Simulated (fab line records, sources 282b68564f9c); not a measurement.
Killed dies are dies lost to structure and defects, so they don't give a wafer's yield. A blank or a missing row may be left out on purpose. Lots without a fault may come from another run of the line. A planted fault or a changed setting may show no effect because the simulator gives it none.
Problem report in the 8D (eight disciplines) form, filled by code | flow rit_cmos | the parts of the form that need people (team, actions taken, sign-off) are left out

1. THE PROBLEM
developer_temp_C at RIT_PLDD_DEVELOP_05 reads a mean of 22.08 C on 6 wafers of 2 lots; wafers without a fault read 23.01 C with a standard deviation of 0.11. That is -8.5 standard deviations from the usual mean.
The step: develop time 50 s.
First seen on wafer L575.1, day 4 15:00, on litho_track-01. The record holds 42 wafers of 14 lots with a number at this step. Rule for "out", or "out of limits": more than 4 standard deviations from the usual mean. The other wafers with a number count as sound.

2. WHAT IT IS AND WHAT IT IS NOT
question                    | is                     | is not
which readings at this step | developer_temp_C       | chill_plate_temp_C
which lots                  | L575, L579             | L568, L569, L570, L572, L573, L574, L577, L584, L586, L587, L588, L589
which wafers of those lots  | all that have a number | -
read on which tools         | litho_track-01         | litho_track-02, litho_track-03
when                        | from day 4 15:00       | up to then (18 sound wafers); but 18 sound wafers of L577, L584, L586, L587, L588, L589 came after

3. SUSPECTS, AND WHAT RULES EACH OUT
Counting: a tool at a process step up to the reading stays a suspect if it ran every lot that is out and no sound lot after the first of them.
- litho_track-01 at RIT_PLDD_DEVELOP_05 (develop time 50 s): kept. It ran every lot that is out, first L575 (day 4 15:00), and no sound lot after that; its last sound lot up to then is L574 (day 4 11:00). Its own readings are out on those wafers: developer_temp_C.
Left after counting: litho_track-01 at RIT_PLDD_DEVELOP_05.

4. THE CAUSE (what the simulator had put in)
Process parameter drift: litho_track-01, from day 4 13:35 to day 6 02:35, at RIT_PLDD_DEVELOP_05. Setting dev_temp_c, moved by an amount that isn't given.
Counting left only this tool.

5. THE CHAIN OF EFFECTS, in route order
Each row: a reading whose mean over the struck wafers that have a number lies more than 3 standard deviations from the usual. Only readings for which the record gives a usual standard deviation are gone through. hours: the time from each lot's start at the first step in this table that gives one to its start at this step, as a median over the lots. sigmas: the change in usual standard deviations.
hours | step                | reading          | usual   | on struck wafers | change | sigmas
0     | RIT_PLDD_DEVELOP_05 | developer_temp_C | 23.01 C | 22.08            | -0.93  | -8.5
The process steps in it:
- RIT_PLDD_DEVELOP_05: develop time 50 s.
Later measuring or inspecting steps at which every struck wafer that the step has a row for has a number for every such reading, and none has moved that far: RIT_NSD_OVL_MEAS_06.

6. WHAT WOULD HAVE CAUGHT IT SOONER
In this record the first reading out of limits was taken at day 4 15:00, 1 hour after the fault began at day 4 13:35.
